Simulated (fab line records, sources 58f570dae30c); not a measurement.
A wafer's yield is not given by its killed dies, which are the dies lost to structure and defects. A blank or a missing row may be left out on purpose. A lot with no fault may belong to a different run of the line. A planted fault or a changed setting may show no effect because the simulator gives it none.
One fault through the eyes of 2 desks	flow berkeley-cmos170	every desk sees just its own numbers, and what lay behind them comes last

== FOR THE TOOL OWNER'S DESK: litho-track-02 ==
The tool's own readings at UCB170_BACKSIDE_COAT_01 (resist thk 900 nm): means of the sampled wafers that have a number, for each lot that ran on this tool. A lot is out of limits, marked OUT, if its mean lies more than 4 standard deviations from the usual mean; the brackets give that distance.
Columns: A = spin-speed-rpm at UCB170_BACKSIDE_COAT_01, usual 1500.0 rpm
lot	first seen here	A
L171	day 7 17:11	1500.9
L174	day 8 00:47	1499.8
L181	day 10 10:28	1440.0 (-65) OUT
L184	day 10 17:45	1437.7 (-67) OUT
This desk's finding: out of limits on L181, L184; first on L181, day 10 10:28 (spin-speed-rpm at UCB170_BACKSIDE_COAT_01). In limits: L171, L174.

== METROLOGY DESK ==
What the gauges read, lot by lot, whatever tool the lot ran on: means of the sampled wafers that have a number. A lot is out of limits, marked OUT, if its mean lies more than 4 standard deviations from the usual mean; the brackets give that distance.
Columns: A = M1_AL_THK at UCB170_M1_THK_MEAS_02, usual 608 nm; B = cd-nm at UCB170_M2_CD_MEAS_15, usual 699.7 nm
lot	first seen here	A	B
L171	day 8 00:38	614	699.6
L172	day 8 00:58	602	699.6
L175	day 8 06:58	611	696.6
L174	day 8 07:34	607	702.1
L173	day 8 09:26	601	700.2
L176	day 9 08:33	609	700.3
L181	day 10 19:39	613	700.7
L184	day 11 00:18	604	701.3
L186	day 11 02:06	607	698.7
L190	day 11 20:43	617	700.9
L187	day 12 01:24	613	697.2
L192	day 12 09:25	603	699.9
L189	day 12 09:46	610	700.1
L193	day 13 12:37	611	698.6
Finding of this desk: none of the 14 lots has anything out of limits.

== ALL TOGETHER ==
At day 10 10:28, on L181, L184, the tool owner's desk was in a position to raise an alarm.
The metrology desk saw nothing out of limits.
The metrology desk holds a record of L181, L184, inside its limits.
All the named lots went through UCB170_BACKSIDE_COAT_01 on litho-track-02.

== WHAT HAD BEEN PUT IN BY THE SIMULATOR ==
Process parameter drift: litho-track-02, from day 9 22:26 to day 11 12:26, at UCB170_BACKSIDE_COAT_01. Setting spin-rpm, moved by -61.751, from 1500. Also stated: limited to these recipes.
Lots struck among those shown: L181, L184.
How many hours passed from the start of the fault until each desk's first out-of-limits reading: the tool owner's desk, 12.
